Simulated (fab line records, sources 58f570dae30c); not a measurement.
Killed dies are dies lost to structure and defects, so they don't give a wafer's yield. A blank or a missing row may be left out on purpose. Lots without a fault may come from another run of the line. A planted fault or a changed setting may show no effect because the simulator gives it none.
Which tool did it? | flow berkeley_cmos170 | 11 lots, 33 wafers sampled, at 2 steps of a route of 331

WHAT THE GAUGES READ, wafer by wafer
UCB170_NWELL_THK_MEAS_05.
lot  | measured    | on            | NWELL_NITRIDE_THK (nm)
L205 | day 2 11:14 | film_metro-04 | 227.7 227.5 226.0
L206 | day 2 11:14 | film_metro-03 | 227.6 228.6 228.8
L207 | day 3 01:25 | film_metro-04 | 227.5 228.5 228.4
L208 | day 3 01:24 | film_metro-03 | 226.8 224.6 225.3
L209 | day 3 10:46 | film_metro-02 | 224.9 227.1 224.7
L210 | day 3 10:45 | film_metro-03 | 225.8 226.0 225.4
L211 | day 3 17:00 | film_metro-02 | 223.6 225.3 225.2
L212 | day 3 16:58 | film_metro-04 | 221.6 223.0 223.4
L214 | day 4 09:14 | film_metro-02 | 224.3 223.5 223.3
L220 | day 5 17:19 | film_metro-02 | 205.0 206.3 204.7
L221 | day 6 00:56 | film_metro-04 | 205.5 209.5 207.0

WHICH TOOL RAN EACH LOT (tool, then ch and the chambers of the sampled wafers, then the start)
lot  | UCB170_NWELL_CVD_04
L205 | lpcvd-01 ch 0, day 2 09:18
L206 | lpcvd-01 ch 0, day 2 09:18
L207 | lpcvd-01 ch 1, day 2 22:30
L208 | lpcvd-01 ch 0, day 2 22:30
L209 | lpcvd-01 ch 0, day 3 07:51
L210 | lpcvd-01 ch 1, day 3 07:51
L211 | lpcvd-01 ch 0, day 3 15:02
L212 | lpcvd-01 ch 1, day 3 15:02
L214 | lpcvd-01 ch 0, day 4 07:16
L220 | lpcvd-01 ch 1, day 5 15:23
L221 | lpcvd-01 ch 0, day 5 23:01
- UCB170_NWELL_CVD_04: deposits Si3N4 from SiH2Cl2/NH3, target thk 224 nm, time 3360 s.

THE ANSWER, worked out from the rows above alone
Rule: what is usual is taken from the lots themselves. Put in order of their means at a reading, lots are off if they are a third of the lots or fewer, leave a main group of 4 or more, and stand apart from it by a gap of 3 or more times the standard deviation of the main group's means; of several such gaps the widest counts. A main group whose means are all the same, to the digits that the tables above print for the reading, isn't used. A lot without any number at a reading at which 4 lots or more have one is off too. The other lots that the step has rows for count as sound.
Off: L220, L221, at UCB170_NWELL_THK_MEAS_05 (NWELL_NITRIDE_THK). The main group: mean 225.7 nm, standard deviation 1.8.
A tool fits if, at a process step before that reading, it ran every lot that is off, and no sound lot after the first of them. The gauges at UCB170_NWELL_THK_MEAS_05 are tried like those tools. One fits: lpcvd-01 at UCB170_NWELL_CVD_04. Its last sound lot is L214 (day 4 07:16), its first lot that is off L220 (day 5 15:23): a fault that began between those two fits.

WHAT THE SIMULATOR HAD PUT IN
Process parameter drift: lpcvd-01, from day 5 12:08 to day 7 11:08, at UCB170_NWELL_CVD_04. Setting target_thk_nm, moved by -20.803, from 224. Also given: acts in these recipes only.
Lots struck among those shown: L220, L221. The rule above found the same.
